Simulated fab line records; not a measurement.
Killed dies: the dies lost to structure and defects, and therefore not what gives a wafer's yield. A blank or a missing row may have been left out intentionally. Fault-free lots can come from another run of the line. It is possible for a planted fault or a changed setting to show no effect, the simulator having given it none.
Problem report, 8D (eight disciplines) form, completed by code    flow rit cmos    the parts of the form that need people (team, actions taken, sign-off) are left out

1. WHAT WENT WRONG
Wafers without a fault read 34.56 W, standard deviation 0.052; heater power total W at RIT_ACTIVE_SOFTBAKE_07 reads a mean of 36.22 W on 6 wafers belonging to 2 lots. That is +32 standard deviations from the usual mean.
The step: time 60 s.
Earliest sighting: wafer L796.4 on litho track-01 at day 4 02:43. At this step, 18 wafers from 6 lots have a number in the record. Rule for "out" (also "out of limits"): further than 4 standard deviations from the usual mean. The other wafers with a number count as sound.

2. WHAT THIS IS AND IS NOT
question                     is                                  is not
which readings at this step  heater power total W, plate temp C  resist line temp C
which lots                   L796, L798                          L787, L788, L806, L807
which wafers of those lots   all that have a number              -
read on which tools          litho track-01                      litho track-03, litho track-04
when                         from day 4 02:43                    up to then (6 sound wafers); but 6 sound wafers of L806, L807 came after

3. SUSPECTS, AND WHAT RULES EACH OUT
Counting: a tool at any process step up to the reading remains a suspect when it ran all the lots that are out and ran no sound lot after the first of those.
- litho track-01 at RIT_ACTIVE_SOFTBAKE_07 (time 60 s): kept. All lots that are out passed through it, beginning with L796 at day 4 02:43, and no sound lot followed; its final sound lot before that point was L787 at day 2 07:22. Its own readings are out on those wafers: heater power total W, plate temp C.
After counting, what remains is litho track-01 at RIT_ACTIVE_SOFTBAKE_07.

4. THE CAUSE (what the simulator had put in)
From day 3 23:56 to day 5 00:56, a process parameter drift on litho track-01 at RIT_ACTIVE_SOFTBAKE_07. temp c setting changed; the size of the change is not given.
Only this tool survived the counting.

5. THE EFFECT CHAIN, in route order
Rows list readings where the struck wafers' mean (over those with a number) sits beyond 3 standard deviations from the usual. Only readings for which the record gives a usual standard deviation are gone through. hours: the time from each lot's start at the first step in this table that gives one to its start at this step, as a median over the lots. sigmas: the change in usual standard deviations.
hours  step                    reading               usual    on struck wafers  change  sigmas
0      RIT_ACTIVE_SOFTBAKE_07  heater power total W  34.56 W  36.22             +1.66   +32
0      RIT_ACTIVE_SOFTBAKE_07  plate temp C          89.99 C  93.21             +3.22   +23
Its process steps:
- RIT_ACTIVE_SOFTBAKE_07: time 60 s.
At these later measuring or inspecting steps, every struck wafer for which the step has a row has a number for every such reading, and none has moved that far: RIT_ACTIVE_CD_MEAS_11.

6. WHAT WOULD HAVE CAUGHT IT SOONER
3 hours passed between the start of the fault at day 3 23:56 and the first reading out of limits in this record, taken at day 4 02:43.
